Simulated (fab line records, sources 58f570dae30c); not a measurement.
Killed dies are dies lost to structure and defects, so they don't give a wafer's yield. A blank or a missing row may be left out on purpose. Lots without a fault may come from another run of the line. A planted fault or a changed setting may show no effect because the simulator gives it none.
One fault seen from 2 desks | flow berkeley_cmos170 | each desk has only its own numbers; what lay behind them comes last

THE METROLOGY DESK
What the gauges read, lot by lot, whatever tool the lot ran on: means of the sampled wafers that have a number. A lot is out of limits, marked OUT, if its mean lies more than 4 standard deviations from the usual mean; the brackets give that distance.
Columns: A = cd_nm at UCB170_ACTIVE_CD_MEAS_13, usual 1199.5 nm; B = cd_nm at UCB170_V1_CD_MEAS_90, usual 699.8 nm
lot  | first seen here | A      | B
L758 | day 4 19:26     | 1200.0 | 701.0
L759 | day 4 19:43     | 1201.7 | 700.4
L762 | day 5 10:42     | 1200.8 | 700.8
L761 | day 5 10:59     | 1199.1 | 701.3
L763 | day 6 09:34     | 1198.8 | 701.4
L768 | day 6 15:16     | 1201.3 | 700.8
L770 | day 7 09:49     | 1200.1 | 699.5
L773 | day 7 17:12     | 1199.8 | 700.5
L774 | day 7 17:31     | 1200.0 | 700.9
L772 | day 7 17:44     | 1200.3 | 700.2
L775 | day 8 10:08     | 1199.9 | 698.5
L779 | day 9 07:42     | 1198.6 | 697.1
L778 | day 9 07:56     | 1197.5 | 700.2
L780 | day 9 14:56     | 1199.1 | 699.2
This desk's finding: nothing out of limits on any of the 14 lots.

THE TOOL OWNER'S DESK: litho_track-01
The tool's own readings at UCB170_M3_COAT_09: means of the sampled wafers that have a number, for each lot that ran on this tool. A lot is out of limits, marked OUT, if its mean lies more than 4 standard deviations from the usual mean; the brackets give that distance.
Columns: A = spin_speed_rpm at UCB170_M3_COAT_09, usual 3000.3 rpm
lot  | first seen here | A
L758 | day 8 21:20     | 3002.7
L761 | day 9 04:40     | 3001.2
L762 | day 9 05:07     | 3000.9
L763 | day 10 01:03    | 3168.9 (+89) OUT
L768 | day 10 12:14    | 3169.8 (+89) OUT
L780 | day 13 19:23    | 2999.5
This desk's finding: out of limits on L763, L768; first on L763, day 10 01:03 (spin_speed_rpm at UCB170_M3_COAT_09). In limits: L758, L761, L762, L780.

PUT TOGETHER
The tool owner's desk could have raised an alarm at day 10 01:03, on L763, L768.
The metrology desk saw nothing out of limits.
The metrology desk has L763, L768 on record, within its limits.
Of the lots named, all ran UCB170_M3_COAT_09 on litho_track-01.

WHAT THE SIMULATOR HAD PUT IN
Process parameter drift: litho_track-01, from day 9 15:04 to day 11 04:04, at UCB170_M3_COAT_09. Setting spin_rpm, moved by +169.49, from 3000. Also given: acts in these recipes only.
Lots struck among those shown: L763, L768.
Hours from the fault's start to each desk's first reading out of limits: the tool owner's desk, 10.
